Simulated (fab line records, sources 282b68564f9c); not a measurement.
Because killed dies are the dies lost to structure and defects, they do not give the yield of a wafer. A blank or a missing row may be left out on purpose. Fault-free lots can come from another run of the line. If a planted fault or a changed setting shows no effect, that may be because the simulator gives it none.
Which of the tools did it? + flow rit_cmos + 14 lots, 42 wafers sampled, at 2 steps of a route of 202

== WHAT THE GAUGES SHOWED, per wafer ==
RIT_GATE_CD_MEAS_90 targets a cd of 150 nm.
| lot  | measured    | on        | cd_nm (nm)        |
|------|-------------|-----------|-------------------|
| L372 | day 2 21:49 | cd_sem-01 | 154.0 154.6 152.0 |
| L374 | day 3 05:19 | cd_sem-01 | 150.9 149.3 149.1 |
| L375 | day 3 10:23 | cd_sem-01 | 150.4 149.7 151.6 |
| L376 | day 3 16:36 | cd_sem-02 | 147.7 147.7 147.3 |
| L377 | day 3 19:44 | cd_sem-01 | 151.7 151.2 148.4 |
| L378 | day 3 23:41 | cd_sem-02 | 148.6 150.0 149.6 |
| L379 | day 4 05:14 | cd_sem-01 | 146.5 148.0 147.0 |
| L380 | day 4 11:09 | cd_sem-01 | 150.6 150.0 149.0 |
| L381 | day 4 16:05 | cd_sem-01 | 149.8 148.2 147.9 |
| L386 | day 5 17:19 | cd_sem-01 | 150.0 150.4 150.4 |
| L389 | day 6 08:43 | cd_sem-01 | - - -             |
| L390 | day 6 13:28 | cd_sem-01 | - - -             |
| L393 | day 7 03:08 | cd_sem-02 | 146.7 146.1 146.4 |
| L394 | day 7 07:58 | cd_sem-01 | 145.2 148.2 148.0 |

== WHAT TOOL EACH LOT RAN ON (gives the tool, then ch and the chambers of the sampled wafers, and finally the start) ==
| lot  | RIT_GATE_ETCH_19                |
|------|---------------------------------|
| L372 | rie_si-01 ch 0,1,3, day 2 21:31 |
| L374 | rie_si-01 ch 2,3, day 3 05:01   |
| L375 | rie_si-02 ch 0,2,3, day 3 10:05 |
| L376 | rie_si-01 ch 0,3, day 3 16:16   |
| L377 | rie_si-02 ch 0,2,3, day 3 19:26 |
| L378 | rie_si-01 ch 0,2,3, day 3 23:24 |
| L379 | rie_si-01 ch 1,2,3, day 4 04:57 |
| L380 | rie_si-02 ch 0,1,3, day 4 10:52 |
| L381 | rie_si-01 ch 0,1, day 4 15:48   |
| L386 | rie_si-02 ch 1,3, day 5 17:02   |
| L389 | rie_si-01 ch 0,1, day 6 08:24   |
| L390 | rie_si-02 ch 1,2, day 6 13:06   |
| L393 | rie_si-01 ch 0,2, day 7 02:49   |
| L394 | rie_si-02 ch 0,3, day 7 07:40   |
- RIT_GATE_ETCH_19: etches poly-Si in SF6/CHF3/O2, stops on SiO2, time 165 s, target depth 312.5 nm.

== AS READ BY THE TOOLS THEMSELVES (means over the sampled wafers that have a number; for cases with no such wafer, the mark the record gives instead) ==
RIT_GATE_ETCH_19.
| lot  | tool      | CHF3_flow_sccm (sccm) | O2_flow_sccm (sccm) | drypump_motor_current_A (A) | oes_product_au (a.u.) | throttle_valve_pct (%) |
|------|-----------|-----------------------|---------------------|-----------------------------|-----------------------|------------------------|
| L372 | rie_si-01 | 30.04                 | 4.992               | 5.78                        | 0.868                 | 10.14                  |
| L374 | rie_si-01 | 29.96                 | 4.995               | 6.13                        | 0.849                 | 10.18                  |
| L375 | rie_si-02 | 30.00                 | 4.999               | 6.10                        | 0.874                 | 10.18                  |
| L376 | rie_si-01 | 29.93                 | 4.990               | 5.89                        | 0.868                 | 10.12                  |
| L377 | rie_si-02 | 30.04                 | 5.009               | 6.09                        | 0.861                 | 10.18                  |
| L378 | rie_si-01 | 29.99                 | 4.999               | 5.97                        | 0.846                 | 10.18                  |
| L379 | rie_si-01 | 30.04                 | 5.010               | 5.87                        | 0.842                 | 10.20                  |
| L380 | rie_si-02 | 29.99                 | 5.011               | 6.18                        | 0.858                 | 10.21                  |
| L381 | rie_si-01 | 30.02                 | 5.007               | 5.63                        | 0.874                 | 10.15                  |
| L386 | rie_si-02 | 30.00                 | 5.008               | 6.15                        | 0.846                 | 10.26                  |
| L389 | rie_si-01 | -                     | -                   | -                           | -                     | -                      |
| L390 | rie_si-02 | -                     | -                   | -                           | -                     | -                      |
| L393 | rie_si-01 | 30.04                 | 5.020               | 5.82                        | 0.857                 | 10.18                  |
| L394 | rie_si-02 | 30.00                 | 4.994               | 6.30                        | 0.861                 | 10.20                  |

== THE ANSWER, worked out from the rows above alone ==
Rule: the usual values come from the lots themselves. The widest of any qualifying gaps counts: lots, ordered by their means at a reading, are off when they make up no more than a third of the lots, leave a main group of 4 or more, and stand apart from it by 3 or more times the standard deviation of that group's means. If all means in a main group match to the digits the tables above print for the reading, that group is not used. A lot without any number at a reading at which 4 lots or more have one is off too. Any other lot the step has rows for is counted as sound. Order of review: gauges by route order, followed by the tools' own readings, for which a lot's mean as printed above is used. At the first step where some lot is off, the reading lying furthest off is the one used; lots without a number count as furthest.
Off: L389, L390 (RIT_GATE_CD_MEAS_90, cd_nm). Without a number there: L389, L390. For the main group the mean is 149.2 nm and the standard deviation 1.9.
If a tool, at a process step before that reading, ran all the lots that are off and no sound lot after the first of them, it fits. The gauges at RIT_GATE_CD_MEAS_90 aren't tried: what is off there is off at RIT_GATE_ETCH_19 too, on other tools, and a gauge's error can't cause that. None of those tried fits.

== WHAT HAD BEEN PUT IN BY THE SIMULATOR ==
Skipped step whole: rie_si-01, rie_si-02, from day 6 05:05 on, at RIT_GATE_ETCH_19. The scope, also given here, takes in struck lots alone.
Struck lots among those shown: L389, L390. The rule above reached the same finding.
